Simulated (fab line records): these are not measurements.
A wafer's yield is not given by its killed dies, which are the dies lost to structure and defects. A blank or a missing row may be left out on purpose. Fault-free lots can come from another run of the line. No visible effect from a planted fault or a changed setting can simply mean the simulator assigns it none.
Split-lot experiment -- flow ritCmos -- 23 wafers read from 5 lots, route of 202 steps

## ABOUT THE SPLIT
At RIT_ACTIVE_EXPOSE_08 (exposes mask M1, target cd 1400 nm), the setting doseMj was moved away from the recipe's 225 on 11 of the 23 wafers read, by -4.6% to +4.8%. The other wafers ran this setting at the recipe's value.

## FROM THE SPLIT TO THE READING: what the file shows between them, 6 steps
- RIT_ACTIVE_PEB_09
- RIT_ACTIVE_DEVELOP_10: develop time 50 s
- RIT_ACTIVE_CD_MEAS_11: target cd 1400 nm
- RIT_ACTIVE_HARDBAKE_12: time 60 s (also split here: tempC)
- RIT_ACTIVE_ETCH_13: etches Si3N4 in SF6, stops on SiO2, time 210 s, target depth 210 nm
- RIT_ACTIVE_STRIP_14: strips in O2, time 180 s

## THE READING
cdNm, in nm, at RIT_ACTIVE_CD_MEAS_90 (target cd 1400 nm). Typical for fault-free wafers on this fab line: 1399.6 nm, with standard deviation 1.7 nm.

wafer,"tool, chamber at the split",doseMj as run,against the recipe,"cdNm, nm",against lot-mates on the recipe
L074.1,"ilineStepper-02, 0",230.5,+2.4%,1394.1,-5.4
L074.3,"ilineStepper-02, 0",230.5,+2.4%,1393.5,-6.0
L074.4,"ilineStepper-02, 0",225,recipe,1400.2,-
L074.5,"ilineStepper-02, 0",230.5,+2.4%,1393.2,-6.3
L074.6,"ilineStepper-02, 0",225,recipe,1398.8,-
L075.3,"ilineStepper-01, 0",225,recipe,1399.4,-
L075.5,"ilineStepper-01, 0",225,recipe,1400.8,-
L075.6,"ilineStepper-01, 0",225,recipe,1398.3,-
L081.1,"ilineStepper-01, 0",225,recipe,1398.9,-
L081.2,"ilineStepper-01, 0",233.3,+3.7%,1390.8,-9.0
L081.3,"ilineStepper-01, 0",225,recipe,1400.0,-
L081.5,"ilineStepper-01, 0",225,recipe,1400.4,-
L081.6,"ilineStepper-01, 0",233.3,+3.7%,1389.2,-10.6
L083.1,"ilineStepper-02, 0",225,recipe,1399.2,-
L083.2,"ilineStepper-02, 0",225,recipe,1397.9,-
L083.3,"ilineStepper-02, 0",235.9,+4.8%,1384.2,-14.4
L083.4,"ilineStepper-02, 0",235.9,+4.8%,1385.2,-13.4
L083.5,"ilineStepper-02, 0",235.9,+4.8%,1387.1,-11.5
L085.2,"ilineStepper-01, 0",214.7,-4.6%,1413.3,+13.8
L085.3,"ilineStepper-01, 0",214.7,-4.6%,1412.4,+12.9
L085.4,"ilineStepper-01, 0",214.7,-4.6%,1410.4,+10.9
L085.5,"ilineStepper-01, 0",225,recipe,1398.5,-
L085.6,"ilineStepper-01, 0",225,recipe,1400.6,-

THE FIT
A straight line over all 23 wafers: cdNm changes by -2.74 nm for each +1% of doseMj; r = -0.99; the points scatter about the line by 1.1 nm.
The same after taking each lot's own level away (the mean of its wafers on the recipe; 23 wafers): -2.68 nm for each +1%; r = -0.99; scatter 0.98 nm.
The reading moves by 13 nm for the largest change in doseMj, on that fit.
The span of the lots' own levels, 1398.55 to 1399.77 nm, comes to 0.7 times the standard deviation stated above.
The two slopes are in agreement: the lot-to-lot level therefore moves the slope only a little.
Check: -12.6 nm against its lot-mates is what the line predicts for one of the wafers moved furthest among these (+4.8%) when that wafer is left out of the fit. Against them it came out at -14.4 nm.

## ADDITIONAL SPLITS CARRIED BY THESE WAFERS
Before the reading, these wafers also passed through other splits. Each is held against what the fit with the lots' levels taken away leaves over:
other split on the same wafers,wafers away from the commonest value,r with cdNm (lot level and that fit taken away)
RIT_ACTIVE_OXIDATION_01 oxTimeS,15,+0.06
RIT_ACTIVE_HARDBAKE_12 tempC,4,-0.25

## THE WHOLE CHAIN: every reading that the file lists as answering this split, in the file's order
step,what it does,reading,change (the file's fit),r (the file's)
RIT_ACTIVE_CD_MEAS_11,target cd 1400 nm,cdNm,-2.69 nm for each +1% of the setting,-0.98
RIT_ACTIVE_ETCH_13,"etches Si3N4 in SF6, stops on SiO2, time 210 s, target depth 210 nm","ACTIVE.cdNm (the simulator's own value, which no gauge read)",-2.72 nm for each +1% of the setting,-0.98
RIT_ACTIVE_CD_MEAS_90,target cd 1400 nm,cdNm,-2.67 nm for each +1% of the setting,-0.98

## FILE'S OWN FIT
cdNm changes by -2.67 nm for each +1% of doseMj, r = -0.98.
